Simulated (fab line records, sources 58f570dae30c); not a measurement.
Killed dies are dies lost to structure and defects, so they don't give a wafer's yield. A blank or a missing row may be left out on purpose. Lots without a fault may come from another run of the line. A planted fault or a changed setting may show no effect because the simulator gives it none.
Which tool did it? | flow berkeley_cmos170 | 7 lots, 21 wafers sampled, at 3 steps of a route of 331

WHAT THE GAUGES READ, wafer by wafer
UCB170_PLDD_TW_MEAS_11.
lot  | measured     | on            | PLDD_TW
L365 | day 7 15:05  | film_metro-04 | 1016 1024 1019
L369 | day 8 00:40  | film_metro-04 | 1017 1021 1016
L367 | day 8 00:58  | film_metro-01 | 1006 1010 1010
L373 | day 8 23:08  | film_metro-04 | 1019 1021 1016
L372 | day 8 23:32  | film_metro-01 | 1005 1009 1008
L386 | day 11 23:26 | film_metro-01 | 946 951 950 951 950 949
L387 | day 11 22:51 | film_metro-03 | 1012 1012 1018

WHICH TOOL RAN EACH LOT (tool, then ch and the chambers of the sampled wafers, then the start)
lot  | UCB170_PVT_STRIP_08                  | UCB170_PLDD_IMPLANT_08
L365 | plasma_asher-03 ch 0,1, day 7 00:45  | implanter-03 ch 0, day 7 14:43
L369 | plasma_asher-03 ch 0,1, day 7 08:52  | implanter-03 ch 0, day 8 00:16
L367 | plasma_asher-01 ch 1, day 7 08:35    | implanter-02 ch 0, day 8 00:34
L373 | plasma_asher-01 ch 0,1, day 8 08:10  | implanter-03 ch 0, day 8 22:44
L372 | plasma_asher-04 ch 0,1, day 8 10:34  | implanter-02 ch 0, day 8 23:08
L386 | plasma_asher-03 ch 0,1, day 11 02:41 | implanter-03 ch 0, day 11 23:03
L387 | plasma_asher-01 ch 0,1, day 11 03:17 | implanter-04 ch 0, day 11 22:30
- UCB170_PVT_STRIP_08: strips in O2.
- UCB170_PLDD_IMPLANT_08

THE ANSWER, worked out from the rows above alone
Rule: what is usual is taken from the lots themselves. Put in order of their means at a reading, lots are off if they are a third of the lots or fewer, leave a main group of 4 or more, and stand apart from it by a gap of 3 or more times the standard deviation of the main group's means; of several such gaps the widest counts. A main group whose means are all the same, to the digits that the tables above print for the reading, isn't used. A lot without any number at a reading at which 4 lots or more have one is off too. The other lots that the step has rows for count as sound.
Off: L386, at UCB170_PLDD_TW_MEAS_11 (PLDD_TW). The main group: mean 1014, standard deviation 4.9.
A tool fits if, at a process step before that reading, it ran every lot that is off, and no sound lot after the first of them. The gauges at UCB170_PLDD_TW_MEAS_11 are tried like those tools. Can't be told from this: 3 tools fit, plasma_asher-03 at UCB170_PVT_STRIP_08, implanter-03 at UCB170_PLDD_IMPLANT_08, film_metro-01 at UCB170_PLDD_TW_MEAS_11.

WHAT THE SIMULATOR HAD PUT IN
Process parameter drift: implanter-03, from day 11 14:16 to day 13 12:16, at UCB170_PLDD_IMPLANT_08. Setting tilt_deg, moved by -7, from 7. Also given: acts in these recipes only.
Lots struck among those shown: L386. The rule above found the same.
